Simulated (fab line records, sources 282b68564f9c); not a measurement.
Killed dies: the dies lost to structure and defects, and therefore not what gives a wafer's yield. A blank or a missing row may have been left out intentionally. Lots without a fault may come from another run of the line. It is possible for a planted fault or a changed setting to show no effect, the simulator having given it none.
Struck lot and sound lot, side by side | flow rit_cmos | 17 steps out of a route of 202
Sound: wafers L486.1, L486.2, L486.6. The struck wafers were L498.2, L498.4, L498.6. The cause comes at the end.
Per side, at each step with rows, come the tool, then ch with its chambers, and then its first start. Under that, the readings that differ: sound wafers | struck wafers | difference of the means | sigmas: that difference in standard deviations of wafers without a fault.
alike: words and numbers the same on both sides, and readings whose means are apart by under 2 such deviations; not compared: readings that were withheld, readings missing a value for some wafer, numbers with overlapping values and no deviation given by the record, and bounds like >300 which may hide the same value.
A row with sigmas, a row that says differs or no value, or rows on one side alone: a step with any of these is where the two part. When numbers do not overlap yet have no deviation, they are printed without sigmas and do not part them. A reading missing from all wafers of one side parts the sides only when that side holds two or more wafers.

first, 2 steps without rows for these wafers: RIT_NRETRO_HARDBAKE_07 (time 120 s); RIT_NRETRO_IMPLANT_08.
RIT_NRETRO_STRIP_09: strips in O2, time 180 s.
  sound on plasma_asher-02 ch 0,1, day 3 10:11; struck on plasma_asher-04 ch 0,1, day 6 04:08
  reading                     | sound       | struck      | difference | sigmas
  drypump_motor_current_A (A) | 6.3 6.6 6.3 | 5.3 5.2 5.2 | -1.2       | -2
  not compared: rf_hours_counter_h
RIT_NRETRO_TW_MEAS_10:
  sound on film_metro-02, day 3 10:22; struck on film_metro-01, day 6 04:20
  alike: NRETRO_TW
then, 6 steps without rows for these wafers: RIT_PRETRO_HMDS_00 (prime time 60 s); RIT_PRETRO_COAT_01 (resist thk 1300 nm); RIT_PRETRO_SOFTBAKE_02 (time 60 s); RIT_PRETRO_EXPOSE_03 (exposes mask M5, target cd 43700 nm); RIT_PRETRO_PEB_04; RIT_PRETRO_DEVELOP_05 (develop time 68 s).
RIT_PRETRO_OVL_MEAS_06:
  sound on overlay-02, day 3 11:19; struck on overlay-01, day 6 05:26
  alike: PRETRO_OVL
then, 1 step without rows for these wafers: RIT_PRETRO_HARDBAKE_07 (time 120 s).
RIT_PRETRO_IMPLANT_08:
  sound on implanter-03 ch 0, day 3 11:36; struck on implanter-03 ch 0, day 6 05:44
  reading            | sound                            | struck                       | difference | sigmas
  dose_ions_cm2      | 1.2007e+13 1.2012e+13 1.2017e+13 | 9.37e+12 9.339e+12 9.366e+12 | -2.65e+12  | -99 or more
  faraday_current_uA | 37.7 37.6 38.2                   | 29.7 29.6 28.7               | -8.5       | -12
RIT_PRETRO_STRIP_09: strips in O2, time 180 s.
  sound on plasma_asher-04 ch 0,1, day 3 11:45; struck on plasma_asher-03 ch 0,1, day 6 05:52
  reading                     | sound       | struck      | difference | sigmas
  drypump_motor_current_A (A) | 5.2 5.3 5.2 | 6.0 6.4 6.4 | +1.0       | +2
  not compared: rf_hours_counter_h
RIT_PRETRO_TW_MEAS_10:
  sound on film_metro-03, day 3 11:55; struck on film_metro-02, day 6 06:03
  reading   | sound       | struck      | difference | sigmas
  PRETRO_TW | 480 481 481 | 440 443 441 | -39        | -9
then, 1 step without rows for these wafers: RIT_GATE_WET_ETCH_00 (etches SiO2 in BOE, target depth 56 nm, time 60 s).
RIT_M1_PROBE_99:
  sound on prober-02, day 4 14:16; struck on prober-01, day 7 11:49
  reading                                   | sound               | struck               | difference | sigmas
  model.etest.nmos_0p3.drive_ua_um          | 229.1 228.8 232.4   | 241.8 242.7 241.6    | +11.9      |
  model.etest.nmos_narrow.drive_ua_um       | 225 226.2 229.8     | 246.1 243.1 243      | +17.1      |
  model.etest.ring.quiet_log10_a (angstrom) | -7.53 -7.513 -7.388 | -7.534 -7.572 -7.638 | -0.104     |
  alike: killed_at_front_end, killed_dies, killed_open, killed_short
  not compared: model.etest.nmos_0p3.r_on_ohm_um, model.etest.nmos_turned.drive_ua_um, model.etest.nmos_0p15.drive_ua_um, model.etest.nmos_0p15.off_log10_a_um, model.etest.retro_edge_nmos.off_log10_a_um

## WHERE THEY PART
First at RIT_NRETRO_STRIP_09; last, within this record, at RIT_PRETRO_TW_MEAS_10. Later steps at which nothing parts them and some readings are alike: RIT_M1_PROBE_99.

WHY: whatever the simulator had introduced
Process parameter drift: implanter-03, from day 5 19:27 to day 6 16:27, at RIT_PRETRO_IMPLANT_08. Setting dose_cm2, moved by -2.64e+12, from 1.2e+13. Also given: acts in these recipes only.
